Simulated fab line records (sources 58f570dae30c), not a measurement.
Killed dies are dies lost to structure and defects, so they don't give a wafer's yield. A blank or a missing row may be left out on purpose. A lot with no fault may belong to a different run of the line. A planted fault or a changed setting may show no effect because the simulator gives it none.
Which tool did it? / flow berkeley_cmos170 / 7 lots, 21 wafers sampled, at 2 steps of a route of 331

## WHAT THE GAUGES SHOWED, per wafer
UCB170_M2_RS_MEAS_02: measurement is done with a four-point probe.
lot=L729; measured=day 8 15:56; on=film_metro-02; M2_AL_RS (ohm/sq)=0.0330 0.0329 0.0329
lot=L730; measured=day 9 04:59; on=film_metro-04; M2_AL_RS (ohm/sq)=0.0329 0.0328 0.0326
lot=L727; measured=day 9 07:11; on=film_metro-03; M2_AL_RS (ohm/sq)=0.0330 0.0332 0.0328
lot=L733; measured=day 9 18:41; on=film_metro-03; M2_AL_RS (ohm/sq)=0.0335 0.0340 0.0336
lot=L736; measured=day 10 08:05; on=film_metro-03; M2_AL_RS (ohm/sq)=0.0328 0.0331 0.0328
lot=L738; measured=day 10 12:53; on=film_metro-03; M2_AL_RS (ohm/sq)=0.0323 0.0327 0.0324
lot=L743; measured=day 11 16:45; on=film_metro-02; M2_AL_RS (ohm/sq)=0.0334 0.0331 0.0333

## WHICH TOOL RAN EACH LOT (tool, then ch and the chambers of the sampled wafers, then the start)
lot=L729; UCB170_V1_STRIP_15=plasma_asher-02 ch 0,1, day 8 15:31
lot=L730; UCB170_V1_STRIP_15=plasma_asher-02 ch 0,1, day 9 04:37
lot=L727; UCB170_V1_STRIP_15=plasma_asher-02 ch 0,1, day 9 06:49
lot=L733; UCB170_V1_STRIP_15=plasma_asher-04 ch 0,1, day 9 18:18
lot=L736; UCB170_V1_STRIP_15=plasma_asher-01 ch 0,1, day 10 07:41
lot=L738; UCB170_V1_STRIP_15=plasma_asher-04 ch 0,1, day 10 12:31
lot=L743; UCB170_V1_STRIP_15=plasma_asher-01 ch 0,1, day 11 16:22
- UCB170_V1_STRIP_15: strips in O2.

## THE ANSWER, worked out from the rows above alone
Rule: the usual values come from the lots themselves. Put in order of their means at a reading, lots are off if they are a third of the lots or fewer, leave a main group of 4 or more, and stand apart from it by a gap of 3 or more times the standard deviation of the main group's means; of several such gaps the widest counts. A main group is skipped when, at the precision printed for the reading in the tables above, its means are all equal. Also off: a lot with no number at a reading for which 4 or more lots have one. Any other lot the step has rows for is counted as sound.
Nothing can be told from this: no lot is off at any reading shown.

## WHAT WAS PUT IN BY THE SIMULATOR
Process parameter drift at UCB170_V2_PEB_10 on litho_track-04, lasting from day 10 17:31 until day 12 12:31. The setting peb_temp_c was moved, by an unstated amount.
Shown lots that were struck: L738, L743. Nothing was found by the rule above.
